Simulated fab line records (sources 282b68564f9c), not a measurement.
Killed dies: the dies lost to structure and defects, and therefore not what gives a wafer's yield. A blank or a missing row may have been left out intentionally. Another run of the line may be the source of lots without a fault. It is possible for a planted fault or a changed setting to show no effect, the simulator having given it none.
Struck lot and sound lot, side by side | flow ritCmos | 30 out of 202 route steps
Sound: wafers L597.1, L597.4, L597.6. Struck: wafers L605.1, L605.2, L605.3. The cause is named last.
Each step with rows lists, per side, the tool, then ch with its chambers, then its first start. Under that, the readings that differ: sound wafers | struck wafers | difference of the means | sigmas: that difference in standard deviations of wafers without a fault.
alike: same words and numbers on both sides, and readings whose means sit less than 2 such deviations apart. not compared: any withheld reading, any reading some wafer has no value for, any bound like >300 that may hide the same value, and any number with overlapping values for which the record gives no deviation.
Wherever a step has rows on one side only, a row that says differs or no value, or a row with sigmas, the two part there. Numbers that have no deviation but don't overlap get no sigmas and don't part them. A reading that every wafer of one side lacks parts them only if that side has two wafers or more.

RIT_FOX2_THK_MEAS_01:
  struck on filmMetro-04, day 6 12:25; sound on filmMetro-01, day 4 12:53
  alike: FOX2_OXIDE_THK
then, 2 steps without rows for these wafers: RIT_FOX2_CLEAN_02 (cleans in dHF, time 180 s); RIT_FOX2_WET_ETCH_03 (etches Si3N4 in H3PO4, target depth 195 nm, time 2700 s).
RIT_FOX2_THK_MEAS_90:
  struck on filmMetro-03, day 6 13:18; sound on filmMetro-04, day 4 13:45
  alike: FIELD_OXIDE_LEFT_1_THK
then, 6 steps without rows for these wafers: RIT_NWELL_HMDS_00 (prime time 60 s); RIT_NWELL_COAT_01 (resist thk 1300 nm); RIT_NWELL_SOFTBAKE_02 (time 60 s); RIT_NWELL_EXPOSE_03 (exposes mask M2, target cd 43900 nm); RIT_NWELL_PEB_04; RIT_NWELL_DEVELOP_05 (develop time 68 s).
RIT_NWELL_OVL_MEAS_06:
  struck on overlay-02, day 6 14:14; sound on overlay-02, day 4 14:41
  alike: NWELL_OVL
then, 1 step without rows for these wafers: RIT_NWELL_HARDBAKE_07 (time 120 s).
RIT_NWELL_IMPLANT_08:
  sound on implanter-03 ch 0, day 4 14:59; struck on implanter-03 ch 0, day 6 14:32
reading          | sound                         | struck                        | difference | sigmas
doseIonsCm2      | 4.997e+13 4.998e+13 4.999e+13 | 5.501e+13 5.505e+13 5.504e+13 | +5.053e+12 | +90
faradayCurrentUA | 159 158 158                   | 174 176 176                   | +17        | +5
RIT_NWELL_STRIP_09: strips in O2, time 180 s.
  sound on plasmaAsher-03 ch 0, day 4 15:08; struck on plasmaAsher-04 ch 0,1, day 6 14:41
  alike: chamberPressureMTorr, drypumpMotorCurrentA
  not compared: rfHoursCounterH
RIT_NWELL_TW_MEAS_10:
  struck on filmMetro-01, day 6 14:51; sound on filmMetro-04, day 4 15:18
  alike: NWELL_TW
then, 6 steps without rows for these wafers: RIT_PWELL_HMDS_00 (prime time 60 s); RIT_PWELL_COAT_01 (resist thk 1300 nm); RIT_PWELL_SOFTBAKE_02 (time 60 s); RIT_PWELL_EXPOSE_03 (exposes mask M3, target cd 43700 nm); RIT_PWELL_PEB_04; RIT_PWELL_DEVELOP_05 (develop time 68 s).
RIT_PWELL_OVL_MEAS_06:
  struck on overlay-01, day 6 15:55; sound on overlay-02, day 4 16:14
  alike: PWELL_OVL
then, 2 steps without rows for these wafers: RIT_PWELL_HARDBAKE_07 (time 120 s); RIT_PWELL_IMPLANT_08.
RIT_PWELL_STRIP_09: strips in O2, time 180 s.
  sound on plasmaAsher-03 ch 0,1, day 4 16:41; struck on plasmaAsher-02 ch 0,1, day 6 16:21
  alike: chamberPressureMTorr, drypumpMotorCurrentA
  not compared: rfHoursCounterH
RIT_PWELL_TW_MEAS_10:
  struck on filmMetro-02, day 6 16:32; sound on filmMetro-01, day 4 16:52
  alike: PWELL_TW
then, 1 step without rows for these wafers: RIT_WELLDRIVE_ANNEAL_00 (time 14700 s).
RIT_WELLDRIVE_RS_MEAS_01: measures by four-point-probe.
  struck on filmMetro-02, day 6 23:52; sound on filmMetro-04, day 4 23:23
reading           | sound             | struck            | difference | sigmas
NWELL_RS (ohm/sq) | 275.4 275.3 275.4 | 260.3 261.1 260.1 | -14.9      | -17
RIT_WELLDRIVE_RS_MEAS_02: measures by four-point-probe.
  struck on filmMetro-02, day 6 23:59; sound on filmMetro-04, day 4 23:31
  alike: PWELL_RS
then, 1 step without rows for these wafers: RIT_M1_PROBE_99.

== WHERE THEY PART ==
At RIT_NWELL_IMPLANT_08 first; at RIT_WELLDRIVE_RS_MEAS_01 last (within this record only). Later steps at which nothing parts them and some readings are alike: RIT_WELLDRIVE_RS_MEAS_02.

WHY: the cause the simulator had injected
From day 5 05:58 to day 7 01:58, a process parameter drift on implanter-03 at RIT_NWELL_IMPLANT_08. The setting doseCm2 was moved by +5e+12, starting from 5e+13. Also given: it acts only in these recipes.
